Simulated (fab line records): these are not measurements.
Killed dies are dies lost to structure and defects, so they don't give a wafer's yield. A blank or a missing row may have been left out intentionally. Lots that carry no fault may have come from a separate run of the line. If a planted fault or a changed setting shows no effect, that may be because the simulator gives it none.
Comparing a struck lot with a sound one || flow ritCmos || 22 steps out of a route of 202
Sound: the wafers L441.1, L441.4, L441.5. Wafers L461.2, L461.5, L461.6 were the ones struck. The cause is named last.
Order at every step that has rows: each side's tool, ch and its chambers, its first start. Under that, the readings that differ: sound wafers || struck wafers || difference of the means || sigmas: that difference in standard deviations of wafers without a fault.
alike: same words and numbers on both sides, and readings whose means sit less than 2 such deviations apart. not compared: any withheld reading, any reading some wafer has no value for, any bound like >300 that may hide the same value, and any number with overlapping values for which the record gives no deviation.
A row with sigmas, a row that says differs or no value, or rows on one side alone: a step with any of these is where the two part. Numbers that don't overlap but have no deviation are shown without sigmas and don't part them. A reading missing from all wafers of one side parts the sides only when that side holds two or more wafers.

first, 2 steps without rows for these wafers: RIT_NSD_HARDBAKE_07 (time 60 s); RIT_NSD_IMPLANT_08.
RIT_NSD_STRIP_09: strips in O2, time 180 s.
  sound on plasmaAsher-01 ch 0,1, day 3 11:47; struck on plasmaAsher-01 ch 0,1, day 7 15:48
  alike: drypumpMotorCurrentA
  not compared: rfHoursCounterH
RIT_NSD_TW_MEAS_10:
  sound on filmMetro-02 at day 3 11:58; struck on filmMetro-02 at day 7 15:59
  alike: NSD_TW
then, 6 steps without rows for these wafers: RIT_PSD_HMDS_00 (prime time 60 s); RIT_PSD_COAT_01 (resist thk 1000 nm); RIT_PSD_SOFTBAKE_02 (time 60 s); RIT_PSD_EXPOSE_03 (exposes mask M10, target cd 40900 nm); RIT_PSD_PEB_04; RIT_PSD_DEVELOP_05 (develop time 50 s).
RIT_PSD_OVL_MEAS_06:
  sound on overlay-01 at day 3 13:11; struck on overlay-01 at day 7 16:53
  alike: PSD_OVL
then, 1 step without rows for these wafers: RIT_PSD_HARDBAKE_07 (time 60 s).
RIT_PSD_IMPLANT_08:
  sound on implanter-03 ch 0, day 3 13:22; struck on implanter-03 ch 0, day 7 17:05
{"reading": "beamOnS (s)", "sound": "11.9 13.1 12.5", "struck": "15.4 15.5 15.6", "difference": "+3.0", "sigmas": "+6"}
{"reading": "doseIonsCm2", "sound": "4.987e+15 4.997e+15 5.001e+15", "struck": "6.085e+15 6.085e+15 6.075e+15", "difference": "+1.087e+15", "sigmas": "+99 or more"}
RIT_PSD_STRIP_09: strips in O2, time 180 s.
  sound on plasmaAsher-03 ch 0,1, day 3 13:31; struck on plasmaAsher-03 ch 0,1, day 7 17:13
  alike: drypumpMotorCurrentA
  not compared: rfHoursCounterH
RIT_PSD_TW_MEAS_10:
  sound on filmMetro-03 at day 3 13:42; struck on filmMetro-01 at day 7 17:38
{"reading": "PSD_TW", "sound": "3444 3444 3417", "struck": "3502 3511 3531", "difference": "+80", "sigmas": "+4"}
  not compared: hold
then, 3 steps without rows for these wafers: RIT_SDANNEAL_CLEAN_00 (cleans in SC1, time 600 s); RIT_SDANNEAL_CLEAN_01 (cleans in dHF, time 30 s); RIT_SDANNEAL_CLEAN_02 (cleans in SC2, time 600 s).
RIT_SDANNEAL_RTA_03: time 5 s.
  sound on rtpAnneal-02 ch 0, day 3 14:08; struck on rtpAnneal-02 ch 0, day 7 18:04
  alike: wafer_temp_C_max
RIT_SDANNEAL_RS_MEAS_04: uses a four-point probe to measure.
  sound on filmMetro-02 at day 3 14:12; struck on filmMetro-03 at day 7 18:25
{"reading": "PSD_RS (ohm/sq)", "sound": "116.00 115.67 115.95", "struck": "113.65 113.65 113.78", "difference": -2.18, "sigmas": -8}
  not compared: hold
RIT_SDANNEAL_RS_MEAS_05: uses a four-point probe to measure.
  sound on filmMetro-02 at day 3 14:19; struck on filmMetro-03 at day 7 22:25
{"reading": "hold", "sound": "- - -", "struck": "awaitDispo/3.9h/release awaitDispo/3.9h/release awaitDispo/3.9h/release", "difference": "no value on the sound wafers", "sigmas": ""}
  alike: NSD_RS
RIT_M1_PROBE_99:
  sound on prober-02 at day 4 00:51; struck on prober-02 at day 8 05:52
  alike: killedAtContacts, killedAtFrontEnd, killedDies, killedOpen, killedShort

== WHERE THEY PART ==
Last at RIT_SDANNEAL_RS_MEAS_05 as far as this record goes, first at RIT_PSD_IMPLANT_08. Later steps at which nothing parts them and some readings are alike: RIT_M1_PROBE_99.

WHY: whatever the simulator had introduced
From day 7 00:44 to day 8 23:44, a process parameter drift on implanter-03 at RIT_PSD_IMPLANT_08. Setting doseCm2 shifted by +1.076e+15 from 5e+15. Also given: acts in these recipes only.
